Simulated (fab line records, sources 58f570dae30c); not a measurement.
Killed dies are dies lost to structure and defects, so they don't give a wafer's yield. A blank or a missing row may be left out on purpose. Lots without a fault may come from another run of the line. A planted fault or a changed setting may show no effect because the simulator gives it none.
fab line records | flow berkeley_cmos170
record lots=14 wafers=42 last_day=12
route steps=331 shown PFIELD@84 GATE@142 NSD@196 M1@247
lots that met no fault: from a run of the same line without faults
start_h: hours from the record's first day to the start of the lot's first wafer shown | wait_h: hours since the lot's step before | " the same as in the row above | L1.1+2: a row that stands for several wafers | - no value, or no start given | * or withheld: withheld | < > ~ a bound
route shown NAME@n: a module of which the file shows steps, and the number in the route of the first | usual: mean/standard deviation of fault-free wafers | same: alike in all rows | chamber/n: place in a boat | sites: the reading at each site | _std_site: their standard deviation | _edge_site: outer sites' mean less inner sites' | radius_mm: how far each site lies from the wafer's centre | mask NAME#n: copy n | behind: the tool/chamber that last shaped the wafer | hold: why the lot was held/for how many hours/how that ended | device: the transistor (n, p or np) that didn't switch | end of line: the same wafers' tests at the end of the route | a step without rows: its recipe alone | killed: dies lost to structure and defects at the first sort, not the wafer's yield | map: a wafer's dies, x killed, . not, _ none there
set.NAME: the setting as run; set.NAME@STEP: as run at that earlier step | model.NAME: the simulator's own value behind a step, which no gauge read
steps of the route over a sample of lots; a table a step, a row a wafer
services: from which hour (start_h, from the record's first day; less than 0 if before it) a tool's chamber was out of use, for how many hours, and why
## steps
# step UCB170_PFIELD_DEVELOP_05
# recipe developer=TMAH develop_time_s=45 resist=KrF dev_temp_c=21
# usual chill_plate_temp_C=23.00/0.09 develop_time_s=45/0 developer_temp_C=20.98/0.096
# columns lot.wafer tool chamber start_h wait_h chill_plate_temp_C develop_time_s developer_temp_C
L564.2 litho_track-04 0 72 - 22.92 45 20.86
L564.3 " 0 " " 23.04 45 21.07
L564.5 " 0 " " 22.92 45 20.98
L565.3 litho_track-04 0 78 - 22.93 45 21.07
L565.4 " 0 79 - 22.89 45 20.93
L565.5 " 0 " " 22.94 45 20.90
L566.2 litho_track-01 0 95 - 23.11 45 20.98
L566.3 " 0 " " 23.05 45 21.05
L566.5 " 0 96 - 22.96 45 21.02
L567.1 litho_track-02 0 98 - 23.05 45 21.10
L567.3 " 0 " " 23.00 45 20.94
L567.5 " 0 " " 22.96 45 21.04
L570.2 litho_track-02 0 111 - 22.93 45 21.02
L570.4 " 0 " " 23.01 45 20.85
L570.6 " 0 " " 22.91 45 20.95
L572.1 litho_track-02 0 120 - 23.03 45 21.01
L572.3 " 0 " " 23.04 45 20.94
L572.5 " 0 " " 23.09 45 20.89
L571.1 litho_track-02 0 120 - 23.03 45 21.12
L571.2 " 0 " " 23.01 45 21.02
L571.6 " 0 " " 23.02 45 21.12
L573.3 litho_track-02 0 120 - 23.20 45 21.10
L573.4 " 0 121 - 23.07 45 20.85
L573.6 " 0 " " 23.07 45 21.03
L576.1 litho_track-02 - 141 - - - -
L576.2 " - " " - - -
L576.4 " - " " - - -
L575.3 litho_track-02 - 141 - - - -
L575.5 " - " " - - -
L575.6 " - " " - - -
L577.2 litho_track-01 0 146 - 22.97 45 21.04
L577.3 " 0 " " 22.92 45 21.03
L577.4 " 0 " " 23.04 45 21.06
L582.3 litho_track-01 0 164 - 22.99 45 21.01
L582.4 " 0 165 - 23.02 45 20.98
L582.6 " 0 " " 23.10 45 21.01
L584.1 litho_track-02 0 181 - 23.07 45 20.86
L584.2 " 0 " " 23.01 45 21.07
L584.3 " 0 " " 23.00 45 20.80
L586.3 litho_track-01 0 198 - 22.97 45 20.88
L586.4 " 0 " " 22.88 45 21.06
L586.5 " 0 " " 22.87 45 21.09
# step UCB170_GATE_STRIP_16
# recipe chemistry=O2 power_w=400 pressure_mtorr=3500 platen_temp_c=withheld o2_flow_sccm=400 overash_fraction=0.5
# usual drypump_motor_current_A=5.9/0.7 oes_product_au=0.724/0.0044
# columns lot.wafer tool chamber start_h wait_h drypump_motor_current_A oes_product_au rf_hours_counter_h
L564.2 plasma_asher-01 1 113.28 0.0 6.6 0.728 43
L564.3 " 1 " " 6.6 0.719 -
L564.5 " 0 " " 5.0 0.721 -
L565.3 plasma_asher-04 1 121.98 0.1 5.6 0.728 -
L565.4 " 0 " " 6.6 0.726 -
L565.5 " 0 " " 6.6 0.726 -
L567.1 plasma_asher-01 0 137.40 0.0 4.9 0.724 45
L567.3 " 1 " " 6.6 0.721 -
L567.5 " 1 " " 6.6 0.726 -
L566.2 plasma_asher-04 1 137.67 0.0 5.6 0.720 2
L566.3 " 0 " " 6.6 0.719 -
L566.5 " 1 " " 5.5 0.728 -
L570.2 plasma_asher-01 1 156.92 0.0 6.7 0.723 47
L570.4 " 1 " " 6.7 0.724 -
L570.6 " 1 " " 6.6 0.721 -
L572.1 plasma_asher-03 1 164.47 0.0 5.9 0.717 40
L572.3 " 0 " " 6.2 0.728 -
L572.5 " 1 " " 6.0 0.721 -
L571.1 plasma_asher-01 0 164.71 0.0 4.9 0.728 48
L571.2 " 1 " " 6.6 0.719 48
L571.6 " 0 " " 4.9 0.722 -
L573.3 plasma_asher-04 1 164.97 0.1 5.5 0.723 -
L573.4 " 0 " " 6.6 0.729 -
L573.6 " 0 " " 6.6 0.717 -
L575.3 plasma_asher-01 1 193.98 0.1 6.6 0.728 -
L575.5 " 1 " " 6.7 0.723 -
L575.6 " 0 " " 4.9 0.723 -
L576.1 plasma_asher-03 0 194.22 0.0 6.2 0.729 43
L576.2 " 1 " " 6.0 0.730 43
L576.4 " 0 " " 6.2 0.729 -
L577.2 plasma_asher-01 0 202.82 0.0 4.9 0.736 51
L577.3 " 1 " " 6.6 0.723 -
L577.4 " 0 " " 5.0 0.719 -
L582.3 plasma_asher-01 1 210.09 0.1 6.6 0.721 -
L582.4 " 0 " " 4.9 0.723 -
L582.6 " 1 " " 6.6 0.725 -
L584.1 plasma_asher-01 1 236.46 0.0 6.6 0.719 55
L584.2 " 0 " " 4.9 0.727 55
L584.3 " 0 " " 4.9 0.726 -
L586.3 plasma_asher-01 1 236.98 0.1 6.6 0.730 -
L586.4 " 0 " " 5.0 0.731 -
L586.5 " 1 " " 6.6 0.720 -
# step UCB170_NSD_STRIP_09
# recipe chemistry=O2 power_w=400 pressure_mtorr=3500 platen_temp_c=withheld o2_flow_sccm=400 overash_fraction=0.5
# usual drypump_motor_current_A=6.0/0.51 oes_product_au=0.534/0.0047 strip_time_to_endpoint_s=35.84/0.074
# columns lot.wafer tool chamber start_h wait_h drypump_motor_current_A oes_product_au rf_hours_counter_h strip_time_to_endpoint_s
L564.2 plasma_asher-04 0 124.71 0.1 6.6 0.536 1 35.81
L564.3 " 0 " " 6.6 0.542 - 35.71
L564.5 " 0 " " 6.6 0.528 - 35.76
L565.3 plasma_asher-03 1 137.74 0.1 5.9 0.539 - 35.93
L565.4 " 0 " " 6.2 0.543 - 35.87
L565.5 " 1 " " 5.9 0.532 - 35.93
L567.1 plasma_asher-04 1 148.76 0.1 5.6 0.535 3 35.75
L567.3 " 0 " " 6.6 0.534 - 35.84
L567.5 " 1 " " 5.5 0.534 - 35.89
L566.2 plasma_asher-01 0 149.45 0.1 5.0 0.540 47 35.82
L566.3 " 1 " " 6.6 0.534 - 35.85
L566.5 " 1 " " 6.6 0.539 - 35.77
L570.2 plasma_asher-04 1 173.37 0.1 5.6 0.535 5 35.91
L570.4 " 0 " " 6.6 0.532 - 35.98
L570.6 " 1 " " 5.6 0.529 - 36.01
L572.1 plasma_asher-04 0 176.54 0.1 6.6 0.531 6 35.84
L572.3 " 0 " " 6.6 0.535 - 35.85
L572.5 " 0 " " 6.6 0.531 - 35.80
L571.1 plasma_asher-03 1 181.66 0.1 6.0 0.533 42 35.85
L571.2 " 0 " " 6.2 0.544 42 35.83
L571.6 " 0 " " 6.2 0.532 - 35.95
L573.3 plasma_asher-04 0 181.97 0.1 6.6 0.529 - 35.87
L573.4 " 1 " " 5.6 0.532 - 35.88
L573.6 " 0 " " 6.6 0.535 - 35.86
L575.3 plasma_asher-04 1 207.37 0.1 5.6 0.533 - 35.71
L575.5 " 1 " " 5.5 0.534 - 35.78
L575.6 " 0 " " 6.6 0.535 - 35.85
L576.1 plasma_asher-04 1 211.19 0.1 5.5 0.532 9 35.81
L576.2 " 0 " " 6.6 0.533 9 35.86
L576.4 " 1 " " 5.5 0.532 - 35.94
L577.2 plasma_asher-03 1 222.17 0.1 6.0 0.533 46 35.94
L577.3 " 0 " " 6.2 0.533 - 35.92
L577.4 " 1 " " 6.0 0.532 - 35.89
L582.3 plasma_asher-01 1 222.89 0.1 6.6 0.527 - 35.86
L582.4 " 0 " " 4.9 0.538 - 35.78
L582.6 " 1 " " 6.6 0.534 - 35.75
L584.1 plasma_asher-03 1 248.16 0.1 6.0 0.535 48 35.91
L584.2 " 0 " " 6.2 0.526 48 35.99
L584.3 " 1 " " 6.0 0.541 - 35.93
L586.3 plasma_asher-03 0 249.04 0.1 6.3 0.531 - 35.78
L586.4 " 1 " " 5.9 0.532 - 35.82
L586.5 " 0 " " 6.3 0.531 - 35.79
# step UCB170_M1_CD_MEAS_09
# recipe target_cd_nm=700
# usual cd_nm=699.8/1.4
# columns lot.wafer tool chamber start_h wait_h cd_nm
L564.2 cd_sem-01 - 132.57 - 699.0
L564.3 " - " " 698.9
L564.5 " - " " 697.9
L565.3 cd_sem-02 - 145.51 - 700.7
L565.4 " - " " 698.9
L565.5 " - " " 698.7
L567.1 cd_sem-02 - 156.53 - 699.7
L567.3 " - " " 700.5
L567.5 " - " " 701.9
L566.2 cd_sem-02 - 161.17 - 701.1
L566.3 " - " " 701.6
L566.5 " - " " 701.7
L570.2 cd_sem-01 - 182.01 - 699.1
L570.4 " - " " 700.1
L570.6 " - " " 701.9
L572.1 cd_sem-02 - 185.89 - 697.1
L572.3 " - " " 697.5
L572.5 " - " " 697.4
L571.1 cd_sem-02 - 189.97 - 700.2
L571.2 " - " " 699.5
L571.6 " - " " 699.7
L573.3 cd_sem-02 - 192.11 - 698.5
L573.4 " - " " 699.8
L573.6 " - " " 698.5
L575.3 cd_sem-01 - 215.88 - 697.6
L575.5 " - " " 695.8
L575.6 " - " " 697.8
L576.1 cd_sem-02 - 227.83 - 699.9
L576.2 " - " " 699.9
L576.4 " - " " 699.0
L577.2 cd_sem-02 - 234.88 - 700.7
L577.3 " - " " 700.1
L577.4 " - " " 698.6
L582.3 cd_sem-02 - 235.26 - 700.5
L582.4 " - " " 700.9
L582.6 " - " " 701.1
L584.1 cd_sem-02 - 258.13 - 700.9
L584.2 " - " " 701.1
L584.3 " - " " 700.0
L586.3 cd_sem-01 - 260.51 - 699.9
L586.4 " - " " 699.2
L586.5 " - " " 699.7
## services
# columns tool chamber start_h hours kind
plasma_asher-03 - 70.11 2.8 pm
plasma_asher-04 - 108.84 9.0 pm
plasma_asher-04 0 108.84 9.0 vent_cycle
plasma_asher-04 1 108.84 9.0 vent_cycle
plasma_asher-04 0 117.84 - clean
plasma_asher-04 1 117.84 - clean
plasma_asher-04 - 153.72 8.6 repair
plasma_asher-03 - 219.91 0.7 repair
## key
first_sign step=UCB170_PFIELD_DEVELOP_05 reading=tool_record direction=missing
effect none on later readings
met_at UCB170_PFIELD_DEVELOP_05
struck_lots L575,L576
sort_left_out L575.3,L575.5,L575.6,L576.1,L576.2,L576.4
tester_left_out L575,L576
not_acting_at UCB170_GATE_STRIP_16,UCB170_NSD_STRIP_09,UCB170_M1_CD_MEAS_09
onset_between 120 141
fault kind=skipped_step_whole tool=litho_track-02 chamber=- onset_h=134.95 steps=UCB170_PFIELD_DEVELOP_05 scope=struck_lots_only
# tester_left_out: of these lots the tester's yield and bins aren't shown, on N5 and GAA mostly nor the transistor test; their killed dies are dies lost to structure and defects alone, not to doping, threshold or leakage, so they don't give the yield
# sort_left_out: the simulated sort isn't trusted on such a fault, so these wafers' sort isn't shown, and their yield isn't known
